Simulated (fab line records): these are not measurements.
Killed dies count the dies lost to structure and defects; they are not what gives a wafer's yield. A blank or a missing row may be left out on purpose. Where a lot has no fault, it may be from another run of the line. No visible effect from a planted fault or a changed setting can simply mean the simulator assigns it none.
A single fault, viewed from 2 desks ; flow ritCmos ; what lay behind the numbers comes last; until then each desk has only its own

FOR THE TOOL OWNER'S DESK: lpcvd-01
The tool's own readings at RIT_ACTIVE_CVD_03 (deposits Si3N4 from SiH2Cl2/NH3, target thk 150 nm, time 1500 s): means of the sampled wafers that have a number, for each lot that ran on this tool. The brackets show how far a lot's mean lies from the usual mean; more than 4 standard deviations puts the lot out of limits, marked OUT.
Columns: A = spikeTcCentreC at RIT_ACTIVE_CVD_03, usual 812.5 C; B = zonePowerCentrePct at RIT_ACTIVE_CVD_03, usual 35.3 %; C = zonePowerSourcePct at RIT_ACTIVE_CVD_03, usual 20.6 %
lot;first seen here;A;B;C
L320;day 1 22:07;811.7;40.0;18.3
L324;day 2 18:07;811.7;35.2;24.0
L327;day 3 09:07;812.2;35.6;24.1
L329;day 3 19:07;813.1;35.3;24.1
L333;day 4 15:07;840.2 (+28) OUT;44.7 (+4.1) OUT;22.4
This desk's verdict: out of limits on L333, starting with L333 at day 4 15:07 (spikeTcCentreC at RIT_ACTIVE_CVD_03). L320, L324, L327, L329: within limits.

THE METROLOGY DESK
What the gauges read for every lot (on any tool): the sampled wafers with a number, averaged. The brackets show how far a lot's mean lies from the usual mean; more than 4 standard deviations puts the lot out of limits, marked OUT.
Columns: A = ACTIVE_NITRIDE_THK at RIT_ACTIVE_THK_MEAS_04, usual 149.4 nm; B = PSD_TW at RIT_PSD_TW_MEAS_10, usual 3427; C = cdNm at RIT_M1_CD_MEAS_09, usual 2600.1 nm
lot;first seen here;A;B;C
L319;day 1 18:32;150.7;3426;2603.0
L320;day 1 23:33;150.4;3433;2600.4
L321;day 2 04:32;147.7;3458;2597.1
L323;day 2 14:32;150.5;3427;2599.6
L324;day 2 19:32;150.0;3416;2600.4
L325;day 3 00:32;147.0;3446;2601.7
L327;day 3 10:32;148.3;3417;2601.5
L328;day 3 15:32;147.1;3431;2599.0
L329;day 3 20:32;149.9;3390;2601.6
L330;day 4 02:07;148.4;3392;2599.9
L332;day 4 11:33;149.2;3405;2602.6
L333;day 4 16:33;176.3 (+19) OUT;3439;2602.9
L341;day 6 09:53;151.4;3408;2598.4
This desk finds L333 out of limits, with the earliest case on L333 at day 4 16:33 (ACTIVE_NITRIDE_THK at RIT_ACTIVE_THK_MEAS_04). L319, L320, L321, L323, L324, L325, L327, L328, L329, L330, L332, L341: within limits.

PUT TOGETHER
An alarm could have come from the tool owner's desk at day 4 15:07, on L333.
Metrology desk: alarm possible at day 4 16:33 on L333.
Every lot named ran RIT_ACTIVE_CVD_03 on lpcvd-01.

WHAT THE SIMULATOR PUT IN
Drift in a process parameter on lpcvd-01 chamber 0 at RIT_ACTIVE_CVD_03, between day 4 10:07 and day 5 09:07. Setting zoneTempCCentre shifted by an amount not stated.
Struck lots among those shown: L333.
Time in hours from fault onset to the first out-of-limits reading at each desk: tool owner's desk 5, metrology desk 6.
